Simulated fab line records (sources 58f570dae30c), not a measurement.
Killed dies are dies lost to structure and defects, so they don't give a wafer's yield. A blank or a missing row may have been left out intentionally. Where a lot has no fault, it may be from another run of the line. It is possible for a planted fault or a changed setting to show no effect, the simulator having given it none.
8D (eight disciplines) problem report, filled in by code    flow berkeleyCmos170    the parts of the form that need people (team, actions taken, sign-off) are left out

== 1. PROBLEM STATEMENT ==
Wafers without a fault read 495.4 W, standard deviation 2.2; rfFwdPowerW at UCB170_GATE_ETCH_14 reads a mean of 415.1 W on 2 wafers belonging to 2 lots. Measured from the usual mean, that is -36 standard deviations.
The step: etches BARC in N2/H2.
First seen on wafer L624.2, day 12 22:25, on rieDiel-02. The record holds 42 wafers of 14 lots with a number at this step. Rule for "out" (also "out of limits"): further than 4 standard deviations from the usual mean. Any other wafer with a number is counted as sound.

== 2. WHAT IT IS, AND WHAT IT ISN'T ==
question                     is                 is not
which readings at this step  rfFwdPowerW        chamberPressureMTorr, drypumpMotorCurrentA, throttleValvePct
which lots                   L623, L624         L605, L606, L607, L608, L609, L610, L611, L613, L615, L625, L627, L628
which wafers of those lots   L623.6, L624.2     L623.2, L623.4, L624.3, L624.5
read on which tools          rieDiel-02         rieDiel-03, rieDiel-04
when                         from day 12 22:25  up to then (32 sound wafers); but 8 sound wafers of L623, L625, L628 came after

== 3. SUSPECTS, AND WHAT RULES EACH OUT ==
Counting: any tool at a process step up to the reading remains a suspect provided it ran every lot that is out. Sound lots after the first of them don't rule it out here, since some wafers of a struck lot are sound.
- rieDiel-02 at UCB170_GATE_ETCH_14 (etches BARC in N2/H2): kept. It ran every lot that is out, first L624 (day 12 22:25); its last sound lot up to then is L615 (day 9 20:10). Out on those wafers are its own readings of rfFwdPowerW.
- rieDiel-02, UCB170_GATE_ETCH_14: wafers that are out in chamber 0, sound lot-mates in chambers 1, 2.
After counting, what remains is rieDiel-02 at UCB170_GATE_ETCH_14.

== 4. THE CAUSE (what the simulator had put in) ==
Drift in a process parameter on rieDiel-02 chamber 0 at UCB170_GATE_ETCH_14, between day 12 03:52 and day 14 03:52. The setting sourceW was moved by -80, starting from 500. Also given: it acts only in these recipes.
The count eliminated every tool but this one.

== 5. THE EFFECT CHAIN, in route order ==
Each row: a reading where the mean over the struck wafers with a number is more than 3 standard deviations away from the usual. Only readings for which the record gives a usual standard deviation are gone through. hours: the time from each lot's start at the first step in this table that gives one to its start at this step, as a median over the lots. sigmas: the change in usual standard deviations.
hours  step                 reading       usual       on struck wafers  change  sigmas
0      UCB170_GATE_ETCH_14  oesProductAu  1.003 a.u.  0.935             -0.067  -3.1
0      UCB170_GATE_ETCH_14  rfFwdPowerW   495.4 W     415.1             -80.2   -36
The process steps in it:
- UCB170_GATE_ETCH_14: etches BARC in N2/H2.

== 6. HOW IT WOULD HAVE BEEN CAUGHT EARLIER ==
19 hours passed between the start of the fault at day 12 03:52 and the first reading out of limits in this record, taken at day 12 22:25.
